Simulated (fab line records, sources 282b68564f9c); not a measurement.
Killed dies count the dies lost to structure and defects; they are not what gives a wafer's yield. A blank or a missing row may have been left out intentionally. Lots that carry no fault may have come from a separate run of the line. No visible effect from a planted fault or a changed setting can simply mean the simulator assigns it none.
A sampling plan put to the test ; flow rit cmos ; 11 faults told of in these records, all on one fab line, each judged by the records of the lots it struck
The line's own looks make up the plan; these are the steps of the route where a gauge or inspection reads the wafer and leaves it unchanged. Where struck wafers have a number at a look and the file lists that look's usual mean and standard deviation on fault-free wafers, the look can be judged. Caught: a look later than the fault's first step finds the struck wafers' mean 4 or more of those standard deviations (sigma) from the usual mean. On the tool: here the same test is run on the tool's own readings at the fault's steps. If the struck wafers alone have a blank record, or they carry another recipe, that too counts as caught.

## THE FAULTS, as the simulator had put them in
1. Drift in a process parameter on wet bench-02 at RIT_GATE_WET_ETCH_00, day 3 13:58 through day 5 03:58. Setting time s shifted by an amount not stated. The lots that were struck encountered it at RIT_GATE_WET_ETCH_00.
2. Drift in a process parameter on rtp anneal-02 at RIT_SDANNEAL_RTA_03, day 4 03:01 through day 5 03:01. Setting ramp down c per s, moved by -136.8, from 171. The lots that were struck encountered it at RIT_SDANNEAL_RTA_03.
3. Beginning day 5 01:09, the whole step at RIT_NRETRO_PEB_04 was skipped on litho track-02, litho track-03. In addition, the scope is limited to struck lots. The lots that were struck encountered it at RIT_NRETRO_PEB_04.
4. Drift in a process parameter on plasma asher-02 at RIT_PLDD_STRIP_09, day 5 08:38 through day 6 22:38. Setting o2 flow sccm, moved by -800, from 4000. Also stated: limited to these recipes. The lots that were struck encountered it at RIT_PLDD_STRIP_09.
5. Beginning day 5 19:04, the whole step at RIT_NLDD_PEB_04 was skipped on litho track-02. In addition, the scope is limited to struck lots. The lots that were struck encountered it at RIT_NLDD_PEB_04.
6. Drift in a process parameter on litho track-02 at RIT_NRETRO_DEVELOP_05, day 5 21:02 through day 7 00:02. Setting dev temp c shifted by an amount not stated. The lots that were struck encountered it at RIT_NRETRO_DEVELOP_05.
7. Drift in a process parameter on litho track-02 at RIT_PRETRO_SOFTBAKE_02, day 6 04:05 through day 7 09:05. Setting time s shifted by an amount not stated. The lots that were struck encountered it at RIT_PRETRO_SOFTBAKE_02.
8. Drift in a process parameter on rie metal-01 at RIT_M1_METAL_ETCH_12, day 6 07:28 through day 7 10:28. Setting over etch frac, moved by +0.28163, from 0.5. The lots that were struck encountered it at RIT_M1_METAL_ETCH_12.
9. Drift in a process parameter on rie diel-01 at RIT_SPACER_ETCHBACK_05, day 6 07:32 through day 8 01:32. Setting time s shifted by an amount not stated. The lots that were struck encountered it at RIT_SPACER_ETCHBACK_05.
10. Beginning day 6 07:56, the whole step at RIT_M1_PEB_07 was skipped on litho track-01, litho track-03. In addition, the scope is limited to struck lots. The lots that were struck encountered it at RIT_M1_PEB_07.
11. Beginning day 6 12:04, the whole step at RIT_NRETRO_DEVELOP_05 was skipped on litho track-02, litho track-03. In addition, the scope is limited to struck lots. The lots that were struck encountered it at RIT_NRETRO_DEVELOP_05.

## WHAT THE PLAN SAW
fault;on the tool itself;first look that catches it;reading, sigma;median hours from its first step to that look;hours from the fault's start to the first struck lot there;judged looks passed uncaught
1;run length s -7.7 sigma;RIT_FOX2_THK_MEAS_91;FIELD_OXIDE_LEFT_2_THK +4.8;0.4;5;0
2;ramp down c per s -99 or beyond sigma;not the one look that can be judged after it;-;-;-;1
3;no reading that can be judged;none of the 2 looks that can be judged after it;-;-;-;2
4;o2 flow sccm -72 sigma;no look after it can be judged;-;-;-;0
5;no reading that can be judged;no look after it can be judged;-;-;-;0
6;developer temp C -8.7 sigma;no look after it can be judged;-;-;-;0
7;run length s -59 sigma;not the one look that can be judged after it;-;-;-;1
8;oes product au -4.1 sigma;no look after it can be judged;-;-;-;0
9;run length s +99 or beyond sigma;no look after it can be judged;-;-;-;0
10;no reading that can be judged;no look after it can be judged;-;-;-;0
11;the tool's record is blank for the struck wafers;no look after it can be judged;-;-;-;0
A dash: the fault isn't caught, or these records don't give the number.

Caught at a look: 1 of 11. Caught on the tool: 8 of 11. By one or the other: 8 of 11.
On the tool alone, faults 2, 4, 6, 7, 8, 9, 11 were caught.
Caught by neither: faults 3, 5, 10.

## THINNER SAMPLING
In the worst case, this is how late the first struck lot would be measured if the look that catches a fault measured only every second or every third lot, by lot number:
fault;struck lots at that look, in order of time;every lot;every second lot;every third lot
1;L611, L612, L615;5 h;11 h;may miss all 3
Hours are from the fault's start to the first struck lot that is measured. 4 sigma limit: tested on the pooled struck wafers, so a lone lot may be under it. Other struck lots may not be in these records.

## THE LONGEST TIMED WAY FROM STEP TO LOOK
Fault 1: a median of 0.4 hours passes between RIT_GATE_WET_ETCH_00 and RIT_FOX2_THK_MEAS_91. No look between them can be judged.
